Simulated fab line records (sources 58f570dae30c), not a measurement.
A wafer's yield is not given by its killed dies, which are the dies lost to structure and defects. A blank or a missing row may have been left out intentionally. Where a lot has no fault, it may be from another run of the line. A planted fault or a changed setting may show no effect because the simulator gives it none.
A struck lot beside a sound one | flow berkeley_cmos170 | 14 steps out of a route of 331
Sound: the wafers L390.2, L390.4, L390.5. Wafers L401.1, L401.2, L401.3 were the ones struck. The cause comes at the end.
For every step that has rows: the tool of each side, followed by ch and its chambers, followed by its first start. Under that, the readings that differ: sound wafers | struck wafers | difference of the means | sigmas: that difference in standard deviations of wafers without a fault.
alike: words and numbers the same on both sides, and readings whose means are apart by under 2 such deviations; not compared: readings that were withheld, readings missing a value for some wafer, numbers with overlapping values and no deviation given by the record, and bounds like >300 which may hide the same value.
Wherever a step has rows on one side only, a row that says differs or no value, or a row with sigmas, the two part there. Numbers that don't overlap but have no deviation are shown without sigmas and don't part them. A reading missing from all wafers of one side parts the sides only when that side holds two or more wafers.

first, 2 steps without rows for these wafers: UCB170_PSD_PEB_04; UCB170_PSD_DEVELOP_05 (develop time 45 s).
UCB170_PSD_CD_MEAS_06 targets a cd of 1200 nm.
  sound: cd_sem-01 at day 7 17:49; struck: cd_sem-02 at day 10 01:38
  alike: cd_nm
UCB170_PSD_OVL_MEAS_07:
  sound: overlay-01 at day 7 17:56; struck: overlay-01 at day 10 01:46
  alike: PSD_OVL
then, 1 step without rows for these wafers: UCB170_PSD_IMPLANT_08.
UCB170_PSD_STRIP_09: strips in O2.
  sound on plasma_asher-03 ch 0,1, day 7 18:07; struck on plasma_asher-01 ch 0,1, day 10 01:56
  alike: drypump_motor_current_A, oes_product_au, strip_time_to_endpoint_s
  not compared: rf_hours_counter_h
UCB170_PSD_TW_MEAS_10:
  sound: film_metro-01 at day 7 18:13; struck: film_metro-03 at day 10 02:02
  alike: PSD_TW
then, 5 steps without rows for these wafers: UCB170_PSD_CLEAN_11 (cleans in SPM, time 600 s); UCB170_NSD_HMDS_00 (prime time 60 s); UCB170_NSD_COAT_01 (resist thk 900 nm); UCB170_NSD_SOFTBAKE_02 (time 60 s); UCB170_NSD_EXPOSE_03 (exposes mask NSELECT MOD, target cd 1200 nm).
UCB170_NSD_PEB_04:
  sound on litho_track-03 ch 0, day 7 20:05; struck on litho_track-03, day 10 03:16
  no value came back on the struck wafers for chill_plate_temp_C (C), exhaust_pa (Pa), resist_line_temp_C (C); on the sound wafers chill_plate_temp_C (C) reads 22.84 22.90 22.96
then, 1 step without rows for these wafers: UCB170_NSD_DEVELOP_05 (develop time 45 s).

== WHERE THEY PART ==
UCB170_NSD_PEB_04 only, going by this record.

WHY: whatever the simulator had introduced
Beginning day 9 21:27, the whole step at UCB170_NSD_PEB_04 was skipped on litho_track-03. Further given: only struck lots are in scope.
